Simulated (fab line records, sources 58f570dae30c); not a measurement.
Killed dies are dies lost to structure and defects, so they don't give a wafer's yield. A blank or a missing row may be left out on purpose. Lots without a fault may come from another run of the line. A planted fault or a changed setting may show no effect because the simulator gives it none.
Problem report in the 8D (eight disciplines) form, filled by code | flow berkeley_cmos170 | the parts of the form that need people (team, actions taken, sign-off) are left out

1. THE PROBLEM
spin_speed_rpm at UCB170_M3_COAT_05 reads a mean of 1406.6 rpm on 6 wafers of 2 lots; wafers without a fault read 1500.0 rpm with a standard deviation of 1.1. That is -85 standard deviations from the usual mean.
The step: resist thk 900 nm.
First seen on wafer L679.1, day 10 02:01, on litho_track-04. The record holds 42 wafers of 14 lots with a number at this step. Rule for "out", or "out of limits": more than 4 standard deviations from the usual mean. The other wafers with a number count as sound.

2. WHAT IT IS AND WHAT IT IS NOT
question                    | is                     | is not
which readings at this step | spin_speed_rpm         | -
which lots                  | L678, L679             | L673, L676, L677, L686, L687, L690, L691, L692, L693, L694, L695, L696
which wafers of those lots  | all that have a number | -
read on which tools         | litho_track-04         | litho_track-01, litho_track-02
when                        | from day 10 02:01      | up to then (9 sound wafers); but 27 sound wafers of L686, L687, L690, L691, L692, L693, L694, L695, L696 came after

3. SUSPECTS, AND WHAT RULES EACH OUT
Counting: a tool at a process step up to the reading stays a suspect if it ran every lot that is out and no sound lot after the first of them.
- plasma_asher-01 at UCB170_GATE_STRIP_16 (strips in O2): ruled out as a lasting fault. Sound lots L692 ran on it after its first lot that is out, L679 (day 8 15:38).
- litho_track-04 at UCB170_M3_COAT_05 (resist thk 900 nm): ruled out as a lasting fault. Sound lots L692 ran on it after its first lot that is out, L679 (day 10 02:01).
Left after counting: nothing in the record.

4. THE CAUSE (what the simulator had put in)
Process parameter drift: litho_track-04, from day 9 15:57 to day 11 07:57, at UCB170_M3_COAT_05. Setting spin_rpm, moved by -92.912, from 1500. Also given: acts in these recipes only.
Counting ruled it out, wrongly.

5. THE CHAIN OF EFFECTS, in route order
Each row: a reading whose mean over the struck wafers that have a number lies more than 3 standard deviations from the usual. Only readings for which the record gives a usual standard deviation are gone through. hours: the time from each lot's start at the first step in this table that gives one to its start at this step, as a median over the lots. sigmas: the change in usual standard deviations.
hours | step               | reading                  | usual      | on struck wafers | change | sigmas
0     | UCB170_M3_COAT_05  | spin_speed_rpm           | 1500.0 rpm | 1406.6           | -93.4  | -85
0     | UCB170_M3_STRIP_07 | strip_time_to_endpoint_s | 21.92 s    | 22.65            | +0.73  | +13
The process steps in it:
- UCB170_M3_COAT_05: resist thk 900 nm.
- UCB170_M3_STRIP_07: strips in O2.

6. WHAT WOULD HAVE CAUGHT IT SOONER
In this record the first reading out of limits was taken at day 10 02:01, 10 hours after the fault began at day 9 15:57.
